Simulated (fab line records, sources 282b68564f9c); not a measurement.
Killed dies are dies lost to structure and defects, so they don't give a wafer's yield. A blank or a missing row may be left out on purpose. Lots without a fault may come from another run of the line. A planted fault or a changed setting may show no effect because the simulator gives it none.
fab line records | flow rit_cmos
record lots=6 wafers=18 last_day=7
route steps=202 shown GATE@79 FOX2@80 M1@202
lots that met no fault: from a run of the same line without faults
start_h: hours from the record's first day to the start of the lot's first wafer shown | wait_h: hours since the lot's step before | " the same as in the row above | L1.1+2: a row that stands for several wafers | - no value, or no start given | * or withheld: withheld | < > ~ a bound
route shown NAME@n: a module of which the file shows steps, and the number in the route of the first | usual: mean/standard deviation of fault-free wafers | same: alike in all rows | chamber/n: place in a boat | sites: the reading at each site | _std_site: their standard deviation | _edge_site: outer sites' mean less inner sites' | radius_mm: how far each site lies from the wafer's centre | mask NAME#n: copy n | behind: the tool/chamber that last shaped the wafer | hold: why the lot was held/for how many hours/how that ended | device: the transistor (n, p or np) that didn't switch | end of line: the same wafers' tests at the end of the route | a step without rows: its recipe alone | killed: dies lost to structure and defects at the first sort, not the wafer's yield | map: a wafer's dies, x killed, . not, _ none there
set.NAME: the setting as run; set.NAME@STEP: as run at that earlier step | model.NAME: the simulator's own value behind a step, which no gauge read
lots at some steps of the route; a table a step, a row a wafer
services: from which hour (start_h, from the record's first day; less than 0 if before it) a tool's chamber was out of use, for how many hours, and why
## steps
# step RIT_GATE_CLEAN_04
# recipe chemistry=dHF dilution=50:1 time_s=60 dry=n2_spin
# step RIT_FOX2_THK_MEAS_91
# recipe reads=SiO2_of_FOX2_OXIDATION_00
# usual FIELD_OXIDE_LEFT_2_THK=255/4.8
# columns lot.wafer tool chamber start_h wait_h FIELD_OXIDE_LEFT_2_THK[nm]
L194.2 film_metro-03 - 43.70 0.0 246
L194.3 " - " " 251
L194.5 " - " " 253
L196.4 film_metro-03 - 53.97 0.0 259
L196.5 " - " " 251
L196.6 " - " " 254
L199.3 film_metro-01 - 68.15 0.0 250
L199.4 " - " " 256
L199.6 " - " " 249
L204.2 film_metro-01 - 94.06 0.0 262
L204.4 " - " " 258
L204.5 " - " " 265
L211.3 film_metro-03 - 129.09 0.0 260
L211.5 " - " " 257
L211.6 " - " " 259
L214.2 film_metro-01 - 145.76 0.0 255
L214.4 " - " " 258
L214.5 " - " " 257
# step RIT_GATE_OXIDATION_05
# recipe temp_c=900 ambient=O2 target_thk_a=30 ox_time_s=270
# step RIT_GATE_ANNEAL_06
# recipe temp_c=900 time_s=600 ambient=N2O
# step RIT_GATE_THK_MEAS_07
# recipe reads=SiO2_of_GATE_OXIDATION_05
# usual GATE_OXIDE_THK=3.01/0.061
# columns lot.wafer tool chamber start_h wait_h GATE_OXIDE_THK[nm]
L194.2 film_metro-02 - 45.12 0.0 2.95
L194.3 " - " " 3.06
L194.5 " - " " 3.05
L196.4 film_metro-03 - 55.46 0.0 3.02
L196.5 " - " " 3.06
L196.6 " - " " 3.16
L199.3 film_metro-02 - 70.56 0.0 3.06
L199.4 " - " " 3.02
L199.6 " - " " 3.16
L204.2 film_metro-02 - 97.64 0.0 3.05
L204.4 " - " " 3.12
L204.5 " - " " 3.10
L211.3 film_metro-02 - 133.10 0.0 3.06
L211.5 " - " " 2.99
L211.6 " - " " 3.01
L214.2 film_metro-01 - 148.37 0.0 3.11
L214.4 " - " " 3.12
L214.5 " - " " 2.99
# step RIT_GATE_CVD_08
# recipe material=poly-Si target_thk_nm=250 temp_c=610 precursor=SiH4 time_s=2220 pressure_mtorr=313.6 sih4_flow_sccm=100
# step RIT_GATE_THK_MEAS_09
# recipe reads=poly-Si_of_GATE_CVD_08
# usual GATE_POLY_THK=256.2/2.1
# columns lot.wafer tool chamber start_h wait_h GATE_POLY_THK[nm]
L194.2 film_metro-03 - 47.60 0.0 253.6
L194.3 " - " " 258.1
L194.5 " - " " 255.3
L196.4 film_metro-03 - 57.94 0.0 254.5
L196.5 " - " " 252.4
L196.6 " - " " 253.9
L199.3 film_metro-03 - 72.24 0.0 255.9
L199.4 " - " " 254.8
L199.6 " - " " 252.9
L204.2 film_metro-01 - 99.31 0.0 253.2
L204.4 " - " " 253.8
L204.5 " - " " 254.1
L211.3 film_metro-02 - 134.78 0.0 259.3
L211.5 " - " " 257.5
L211.6 " - " " 260.2
L214.2 film_metro-01 - 150.16 0.0 257.0
L214.4 " - " " 254.4
L214.5 " - " " 256.8
# step RIT_GATE_HMDS_10
# recipe prime_time_s=60 prime_temp_c=140
# step RIT_GATE_COAT_11
# recipe resist=NOVOLAK spin_rpm=4250 resist_thk_nm=850
# step RIT_GATE_SOFTBAKE_12
# recipe resist=NOVOLAK temp_c=90 time_s=60
# step RIT_GATE_EXPOSE_13
# recipe mask_id=M6 na=0.6 source_shape=conventional sigma_outer=0.6 target_cd_nm=150 dose_mj=384.5
# step RIT_GATE_PEB_14
# recipe resist=NOVOLAK temp_c=withheld time_s=withheld
# step RIT_GATE_DEVELOP_15
# recipe resist=NOVOLAK develop_time_s=50 dev_temp_c=23
# usual developer_temp_C=23.01/0.097
# columns lot.wafer tool chamber start_h wait_h developer_temp_C
L194.2 litho_track-02 0 48 - 22.91
L194.3 " 0 " " 23.05
L194.5 " 0 " " 23.07
L196.4 litho_track-02 0 58 - 23.16
L196.5 " 0 " " 22.97
L196.6 " 0 " " 23.00
L199.3 litho_track-03 0 73 - 22.79
L199.4 " 0 " " 23.11
L199.6 " 0 " " 22.94
L204.2 litho_track-04 0 100 - 23.22
L204.4 " 0 " " 23.24
L204.5 " 0 " " 23.00
L211.3 litho_track-04 0 135 - 25.33
L211.5 " 0 " " 25.26
L211.6 " 0 " " 25.20
L214.2 litho_track-04 0 150 - 25.33
L214.4 " 0 " " 25.34
L214.5 " 0 151 - 25.43
# step RIT_GATE_CD_MEAS_16
# recipe target_cd_nm=150
# usual cd_nm=149.2/2.8
# columns lot.wafer tool chamber start_h wait_h cd_nm
L194.2 cd_sem-02 - 48.78 - 144.1
L194.3 " - " " 142.8
L194.5 " - " " 142.7
L196.4 cd_sem-01 - 59.01 - 152.9
L196.5 " - " " 153.0
L196.6 " - " " 154.3
L199.3 cd_sem-02 - 73.29 - 145.4
L199.4 " - " " 148.3
L199.6 " - " " 147.4
L204.2 cd_sem-01 - 100.36 - 152.1
L204.4 " - " " 152.1
L204.5 " - " " 152.4
L211.3 cd_sem-01 - 135.77 - 166.8
L211.5 " - " " 166.4
L211.6 " - " " 167.6
L214.2 cd_sem-01 - 151.08 - 157.7
L214.4 " - " " 157.8
L214.5 " - " " 159.9
# step RIT_GATE_OVL_MEAS_17
# usual GATE_OVL=-0.6/1.4
# columns lot.wafer tool chamber start_h wait_h GATE_OVL[nm]
L194.2 overlay-01 - 48.89 0.1 -2.2
L194.3 " - " " -2.0
L194.5 " - " " -2.1
L196.4 overlay-02 - 59.09 0.1 -0.4
L196.5 " - " " 1.5
L196.6 " - " " -0.5
L199.3 overlay-02 - 73.38 0.1 -1.3
L199.4 " - " " -1.3
L199.6 " - " " -1.2
L204.2 overlay-01 - 100.46 0.1 -2.0
L204.4 " - " " -1.4
L204.5 " - " " -1.1
L211.3 overlay-01 - 135.86 0.1 -0.7
L211.5 " - " " -2.3
L211.6 " - " " 2.1
L214.2 overlay-01 - 151.18 0.1 0.6
L214.4 " - " " -0.7
L214.5 " - " " 0.8
# step RIT_GATE_HARDBAKE_18
# recipe resist=NOVOLAK temp_c=140 time_s=60
# step RIT_GATE_ETCH_19
# recipe chemistry=SF6/CHF3/O2 time_s=165 SF6_flow_sccm=30 CHF3_flow_sccm=30 O2_flow_sccm=5 target=poly-Si pressure_mtorr=40 rf_w=160 target_depth_a=3125 over_etch_frac=0.25 stop_on=SiO2
# usual drypump_motor_current_A=5.6/0.53 oes_product_au=0.868/0.013 throttle_valve_pct=10.17/0.17
# columns lot.wafer tool chamber start_h wait_h drypump_motor_current_A oes_product_au rf_hours_counter_h throttle_valve_pct model.GATE.cd_nm
L194.2 rie_si-02 1 49.07 0.1 5.8 0.863 46 9.98 144.1
L194.3 " 0 " " 5.0 0.878 2 10.21 142.9
L194.5 " 0 " " 5.0 0.880 - 10.22 142.9
L196.4 rie_si-02 0 59.26 0.1 5.0 0.865 2 10.21 153.1
L196.5 " 1 " " 5.8 0.862 - 9.97 153
L196.6 " 2 " " 5.2 0.859 - 10.50 154.9
L199.3 rie_si-01 0 73.56 0.1 5.9 0.862 118 10.25 145.3
L199.4 " 0 " " 5.9 0.855 - 10.23 148.2
L199.6 " 1 " " 6.8 0.859 - 10.01 147
L204.2 rie_si-02 2 100.64 0.1 5.2 0.866 71 10.50 152.6
L204.4 " 3 " " 5.2 0.843 25 10.14 152.2
L204.5 " 0 " " 5.0 0.872 - 10.22 152.6
L211.3 rie_si-01 0 136.03 0.1 5.9 0.871 119 10.23 166.7
L211.5 " 3 " " 5.3 0.854 - 10.34 166.3
L211.6 " 2 " " 5.5 0.892 - 10.06 167.6
L214.2 rie_si-02 2 151.36 0.1 5.1 0.865 72 10.49 157.8
L214.4 " 0 " " 5.0 0.871 3 10.23 157.5
L214.5 " 1 " " 5.8 0.883 - 9.97 159.7
# step RIT_GATE_STRIP_20
# recipe chemistry=O2 time_s=180 resist=NOVOLAK platen_temp_c=withheld power_w=500 pressure_mtorr=4000 o2_flow_sccm=4000
# usual drypump_motor_current_A=5.4/0.44 rf_refl_power_W=7.3/1
# columns lot.wafer tool chamber start_h wait_h drypump_motor_current_A rf_hours_counter_h rf_refl_power_W
L194.2 plasma_asher-04 0 49.18 0.1 4.8 41 8.3
L194.3 " 0 " " 4.8 - 8.3
L194.5 " 1 " " 5.4 - 6.3
L196.4 plasma_asher-03 0 59.42 0.1 5.9 - 8.6
L196.5 " 0 " " 5.9 - 8.2
L196.6 " 1 " " 6.1 - 6.0
L199.3 plasma_asher-04 0 73.73 0.1 4.8 - 8.5
L199.4 " 1 " " 5.4 - 6.8
L199.6 " 0 " " 4.8 - 8.3
L204.2 plasma_asher-04 1 100.75 0.1 5.4 47 6.6
L204.4 " 1 " " 5.4 - 6.5
L204.5 " 0 " " 4.8 - 8.3
L211.3 plasma_asher-04 0 136.20 0.1 4.8 - 8.2
L211.5 " 1 " " 5.4 - 6.6
L211.6 " 0 " " 4.8 - 8.2
L214.2 plasma_asher-03 0 151.47 0.1 5.9 37 8.6
L214.4 " 0 " " 5.9 - 8.8
L214.5 " 0 " " 5.9 - 8.8
# step RIT_M1_PROBE_99
# usual killed_at_contacts=0.1/0.31 killed_at_front_end=7/3.2 killed_dies=7/3.2 killed_open=3.6/1.9 killed_short=3.6/2
# same gross_dies=264 killed_at_M0_to_M3=0 killed_at_M4_up=0 killed_at_back_side=0 killed_at_other=0
# columns lot.wafer tool chamber start_h wait_h killed_at_contacts killed_at_front_end killed_dies killed_open killed_short model.etest.pmos_0p3.r_on_ohm_um model.etest.pmos_0p15.r_on_ohm_um model.etest.pmos_turned.r_on_ohm_um model.etest.nmos_0p3.r_on_ohm_um model.etest.nmos_0p15.r_on_ohm_um model.etest.nmos_0p15.drive_ua_um model.etest.pmos_0p15.drive_ua_um model.etest.npoly_line.line_ohm_um
L194.2 prober-02 - 69.31 0.1 0 14 14 9 4 6199 2622 3294 2159 1097 495 276.9 178.2
L194.3 prober-02 - 69.36 0.2 0 6 6 1 5 6265 2610 3350 2174 1081 493.7 272.4 184.4
L194.5 prober-02 - 69.46 0.2 0 8 8 4 4 6305 2642 3377 2158 1104 489.8 270.8 185.9
L196.4 prober-02 - 80.13 0.2 1 5 6 2 4 6441 2965 3736 2204 1190 448.2 238.4 163.7
L196.5 prober-02 - 80.18 0.2 1 5 6 4 2 6540 2975 3778 2200 1190 446.4 236.4 165.3
L196.6 prober-02 - 80.23 0.2 1 3 4 4 0 6481 3007 3797 2230 1197 430 231.4 158.7
L199.3 prober-01 - 94.89 0.2 0 5 5 3 2 6287 2741 3471 2204 1157 464.2 260.1 174.8
L199.4 prober-01 - 94.94 0.2 0 5 5 0 5 6262 2759 3475 2222 1160 450.7 252.6 168.1
L199.6 prober-01 - 95.04 0.2 0 6 6 5 1 6418 2786 3527 2224 1153 455.8 250.3 173.8
L204.2 prober-02 - 121.43 0.1 0 11 11 5 5 6497 2966 3735 2221 1194 445.5 239.7 165.1
L204.4 prober-02 - 121.53 0.2 0 13 13 5 6 6503 2950 3702 2226 1174 438.9 236.2 164.2
L204.5 prober-02 - 121.58 0.2 0 8 8 2 6 6477 2912 3648 2192 1151 442.6 238.9 164.1
L211.3 prober-01 - 155.56 0.2 0 14 14 6 8 6873 3346 4208 2402 1327 381.6 205.6 142.9
L211.5 prober-01 - 155.66 0.2 0 15 15 10 4 6777 3290 4170 2359 1315 392 211.4 142.9
L211.6 prober-01 - 155.71 0.2 0 14 14 4 7 6847 3383 4267 2388 1330 381.1 206.1 138.8
L214.2 prober-02 - 172.13 0.1 0 7 7 2 5 6695 2959 3672 2292 1193 425.2 234.6 154.7
L214.4 prober-02 - 172.23 0.2 0 5 5 3 2 6618 2942 3612 2265 1208 432.7 235.4 156.9
L214.5 prober-02 - 172.28 0.2 0 8 8 3 5 6512 2928 3577 2249 1192 426.8 240.6 154.2
# killed by level:class
L194.2 SILICIDE:geometric_particle:open=5 SPACER:geometric_particle:short=3 GATE:geometric_particle:open=2 REOX:geometric_particle:open=1 SPACER:geometric_particle:open=1 SILICIDE:geometric_particle:short=1 PSD:coat_microbubble_printed=1
L194.3 FOX1:geometric_particle:short=2 SPACER:geometric_particle:short=2 FOX1:geometric_particle:open=1 REOX:geometric_particle:short=1
L194.5 REOX:geometric_particle:open=2 SILICIDE:geometric_particle:short=2 FOX2:geometric_particle:short=1 GATE:geometric_particle:open=1 SPACER:geometric_particle:short=1 SPACER:geometric_particle:open=1
L196.4 REOX:geometric_particle:short=2 GATE:geometric_particle:short=1 REOX:geometric_particle:open=1 SPACER:geometric_particle:open=1 CONTACT:geometric_particle:short=1
L196.5 FOX1:geometric_particle:open=1 REOX:geometric_particle:open=1 REOX:geometric_particle:short=1 SPACER:geometric_particle:short=1 SILICIDE:geometric_particle:open=1 CONTACT:geometric_particle:open=1
L196.6 GATE:geometric_particle:open=1 REOX:geometric_particle:open=1 SPACER:geometric_particle:open=1 CONTACT:geometric_particle:open=1
L199.3 GATE:geometric_particle:open=2 FOX1:geometric_particle:short=1 FOX2:geometric_particle:short=1 SPACER:geometric_particle:open=1
L199.4 SILICIDE:geometric_particle:short=3 FOX1:geometric_particle:short=1 GATE:geometric_particle:short=1
L199.6 SILICIDE:geometric_particle:open=4 FOX1:geometric_particle:short=1 FOX1:geometric_particle:open=1
L204.2 GATE:geometric_particle:short=2 REOX:geometric_particle:short=2 REOX:geometric_particle:open=2 SILICIDE:geometric_particle:open=2 FOX1:geometric_particle:short=1 GATE:geometric_particle:open=1 PRETRO:coat_microbubble_printed=1
L204.4 FOX1:geometric_particle:open=4 FOX1:geometric_particle:short=2 SPACER:geometric_particle:short=2 PRETRO:coat_microbubble_printed=2 GATE:geometric_particle:short=1 REOX:geometric_particle:open=1 REOX:geometric_particle:short=1
L204.5 GATE:geometric_particle:short=3 ACTIVE:geometric_particle:short=1 FOX1:geometric_particle:short=1 GATE:geometric_particle:open=1 REOX:geometric_particle:open=1 SPACER:geometric_particle:short=1
L211.3 GATE:geometric_particle:short=4 FOX2:geometric_particle:short=3 GATE:geometric_particle:open=3 FOX1:geometric_particle:open=1 FOX1:geometric_particle:short=1 FOX2:geometric_particle:open=1 SILICIDE:geometric_particle:open=1
L211.5 FOX2:geometric_particle:open=4 GATE:geometric_particle:open=4 FOX2:geometric_particle:short=2 GATE:geometric_particle:short=2 SPACER:geometric_particle:open=2 PLDD:coat_microbubble_printed=1
L211.6 SILICIDE:geometric_particle:short=3 PLDD:coat_microbubble_printed=3 GATE:geometric_particle:short=2 SPACER:geometric_particle:open=2 FOX1:geometric_particle:open=1 FOX2:geometric_particle:short=1 GATE:geometric_particle:open=1 SPACER:geometric_particle:short=1
L214.2 REOX:geometric_particle:short=2 REOX:geometric_particle:open=2 SILICIDE:geometric_particle:short=2 FOX2:geometric_particle:short=1
L214.4 FOX1:geometric_particle:open=1 GATE:geometric_particle:short=1 REOX:geometric_particle:short=1 REOX:geometric_particle:open=1 SILICIDE:geometric_particle:open=1
L214.5 SILICIDE:geometric_particle:short=2 FOX1:geometric_particle:open=1 FOX2:geometric_particle:short=1 GATE:geometric_particle:short=1 GATE:geometric_particle:open=1 SPACER:geometric_particle:open=1 SPACER:geometric_particle:short=1
## services
# columns tool chamber start_h hours kind
rie_si-01 3 55.63 - clean
rie_si-01 3 55.63 24.7 scheduled_down
rie_si-01 3 55.63 24.7 vent_cycle
rie_si-01 - 74.55 2.8 pm
rie_si-02 2 86.26 2.5 repair
plasma_asher-04 - 93.70 0.7 repair
plasma_asher-04 - 108.75 9.0 pm
plasma_asher-04 0 108.75 9.0 vent_cycle
plasma_asher-04 1 108.75 9.0 vent_cycle
plasma_asher-04 - 117.75 2.8 pm
plasma_asher-04 0 117.75 - clean
plasma_asher-04 1 117.75 - clean
rie_si-02 - 151.47 2.8 pm
## key
first_sign step=RIT_GATE_DEVELOP_15 reading=developer_temp_C direction=up sigmas=24 usual=* struck=*
effect step=RIT_GATE_CD_MEAS_16 reading=cd_nm direction=up sigmas=4.9 usual=149.2 struck=162.7 through=control_loop
model_effect step=RIT_GATE_ETCH_19 value=GATE.cd_nm without=149.1 struck=162.6
model_effect step=RIT_M1_PROBE_99 value=etest.pmos_0p3.r_on_ohm_um without=6391 struck=6720
met_at RIT_GATE_DEVELOP_15
struck_wafers L211.3,L211.5,L211.6,L214.2,L214.4,L214.5
tester_left_out L211,L214
loop_trim step=RIT_GATE_EXPOSE_13 setting=dose lots=L214
onset_between 100 135
fault kind=process_parameter_drift tool=litho_track-04 chamber=- onset_h=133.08 steps=RIT_GATE_DEVELOP_15 channel=dev_temp_c offset=* shape=step end_h=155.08 acts_in=* stated=*
# tester_left_out: of these lots the tester's yield and bins aren't shown, on N5 and GAA mostly nor the transistor test; their killed dies are dies lost to structure and defects alone, not to doping, threshold or leakage, so they don't give the yield
# loop_trim: a control loop set the setting to another value than it would have without faults
